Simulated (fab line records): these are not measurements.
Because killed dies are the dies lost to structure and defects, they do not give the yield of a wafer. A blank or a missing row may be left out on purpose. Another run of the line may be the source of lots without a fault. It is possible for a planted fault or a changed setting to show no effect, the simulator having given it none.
Which tool is to blame? | flow rit-cmos | 11 lots with 33 wafers sampled at 3 steps, on a route of 202 steps

WHAT THE GAUGES SHOWED, per wafer
RIT_GATE_THK_MEAS_07.
lot  | measured    | on            | GATE_OXIDE_THK (nm)
L309 | day 2 13:51 | film-metro-01 | 2.87 2.86 2.82
L310 | day 2 16:38 | film-metro-02 | 2.98 3.00 2.97
L311 | day 3 01:29 | film-metro-01 | 2.88 2.93 2.89
L312 | day 3 08:05 | film-metro-01 | 2.97 3.01 2.94
L323 | day 5 08:51 | film-metro-01 | 3.65 3.56 3.62
L324 | day 5 13:57 | film-metro-01 | 3.69 3.65 3.66
L325 | day 5 19:04 | film-metro-03 | 3.03 2.95 2.92
L327 | day 6 04:41 | film-metro-01 | 2.91 2.94 2.97
L329 | day 6 14:05 | film-metro-02 | 3.09 3.10 3.05
L330 | day 6 21:24 | film-metro-03 | 3.05 2.99 3.00
L331 | day 7 01:38 | film-metro-02 | 3.03 3.00 2.93

WHAT TOOL EACH LOT RAN ON (gives the tool, then ch and the chambers of the sampled wafers, and finally the start)
lot  | RIT_PRETRO_STRIP_09                 | RIT_GATE_OXIDATION_05
L309 | plasma-asher-04 ch 0,1, day 2 07:37 | furnace-03 ch 0, day 2 11:47
L310 | plasma-asher-04 ch 0,1, day 2 13:41 | furnace-03 ch 0, day 2 14:47
L311 | plasma-asher-03 ch 0,1, day 2 22:53 | furnace-03 ch 0, day 3 00:10
L312 | plasma-asher-04 ch 0,1, day 3 05:17 | furnace-02 ch 0, day 3 06:37
L323 | plasma-asher-03 ch 0,1, day 5 06:22 | furnace-01 ch 0, day 5 07:31
L324 | plasma-asher-01 ch 1, day 5 11:54   | furnace-01 ch 0, day 5 12:37
L325 | plasma-asher-03 ch 0,1, day 5 16:44 | furnace-02 ch 0, day 5 17:44
L327 | plasma-asher-04 ch 1, day 6 01:18   | furnace-02 ch 0, day 6 02:03
L329 | plasma-asher-01 ch 0,1, day 6 11:01 | furnace-03 ch 0, day 6 11:45
L330 | plasma-asher-01 ch 0,1, day 6 17:15 | furnace-02 ch 0, day 6 18:33
L331 | plasma-asher-01 ch 0,1, day 6 21:01 | furnace-03 ch 0, day 6 22:59
- RIT_PRETRO_STRIP_09: strips in O2, time 180 s.
- RIT_GATE_OXIDATION_05: target thk 3 nm, ox time 270 s.

AS READ BY THE TOOLS THEMSELVES (means over the sampled wafers that have a number; for cases with no such wafer, the mark the record gives instead)
RIT_PRETRO_STRIP_09.
lot  | tool            | drypump-motor-current-A (A)
L309 | plasma-asher-04 | 5.6
L310 | plasma-asher-04 | 5.4
L311 | plasma-asher-03 | 5.8
L312 | plasma-asher-04 | 5.4
L323 | plasma-asher-03 | 5.3
L324 | plasma-asher-01 | 5.9
L325 | plasma-asher-03 | 5.8
L327 | plasma-asher-04 | 5.3
L329 | plasma-asher-01 | 6.2
L330 | plasma-asher-01 | 6.1
L331 | plasma-asher-01 | 6.1

RIT_GATE_OXIDATION_05.
lot  | tool       | spike-tc-centre-C (C) | spike-tc-load-C (C) | spike-tc-source-C (C) | tube-center-temp-C (C) | tube_center_temp_C_max
L309 | furnace-03 | 901.7                 | 921                 | 928.6                 | 900                    | 902.3
L310 | furnace-03 | 900.7                 | 921                 | 927.7                 | 900                    | 902.3
L311 | furnace-03 | 901.8                 | 920                 | 928.7                 | 900                    | 902.2
L312 | furnace-02 | 901.6                 | 931                 | 921.5                 | 900                    | 902.6
L323 | furnace-01 | 917.0                 | 940                 | 937.6                 | 915                    | 917.0
L324 | furnace-01 | 917.5                 | 941                 | 937.7                 | 915                    | 917.3
L325 | furnace-02 | 902.3                 | 931                 | 921.1                 | 900                    | 902.2
L327 | furnace-02 | 901.3                 | 930                 | 921.1                 | 900                    | 902.4
L329 | furnace-03 | 902.1                 | 922                 | 928.4                 | 900                    | 902.4
L330 | furnace-02 | 901.6                 | 931                 | 920.1                 | 900                    | 902.2
L331 | furnace-03 | 902.1                 | 921                 | 928.6                 | 900                    | 902.6

THE ANSWER, worked out from the rows above alone
Rule: usual is defined by the lots themselves. The widest of any qualifying gaps counts: lots, ordered by their means at a reading, are off when they make up no more than a third of the lots, leave a main group of 4 or more, and stand apart from it by 3 or more times the standard deviation of that group's means. If all means in a main group match to the digits the tables above print for the reading, that group is not used. Also off: a lot with no number at a reading for which 4 or more lots have one. The other lots that the step has rows for count as sound. The gauges are gone through in route order, then the tools' own readings, and for those a lot's mean is taken as printed above. At the first step where some lot is off, the reading lying furthest off is the one used; lots without a number count as furthest.
Off: at RIT_GATE_THK_MEAS_07 (GATE_OXIDE_THK), L323, L324. The main group has a mean of 2.97 nm with a standard deviation of 0.062.
A tool fits if, at a process step before that reading, it ran every lot that is off, and no sound lot after the first of them. Not tried: the gauges at RIT_GATE_THK_MEAS_07; whatever is off there is also off at RIT_GATE_OXIDATION_05, on other tools, and gauge error can't account for it. One fits: furnace-01 at RIT_GATE_OXIDATION_05. It ran no sound lot before its first lot that is off in this sample, so the start can't be narrowed down.
The tool's own readings at RIT_GATE_OXIDATION_05 bear it out: on the lots that are off they differ by more than 5 times the standard deviation of the sound lots' means. spike-tc-centre-C reads 917.2 C there against 901.7 C on the sound lots; tube-center-temp-C reads 915 C there against 900 C on the sound lots; tube_center_temp_C_max reads 917.1 there against 902.4 on the sound lots.

WHAT HAD BEEN PUT IN BY THE SIMULATOR
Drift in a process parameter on furnace-01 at RIT_GATE_OXIDATION_05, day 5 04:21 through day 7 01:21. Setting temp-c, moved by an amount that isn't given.
Shown lots that were struck: L323, L324. The rule above found the same.
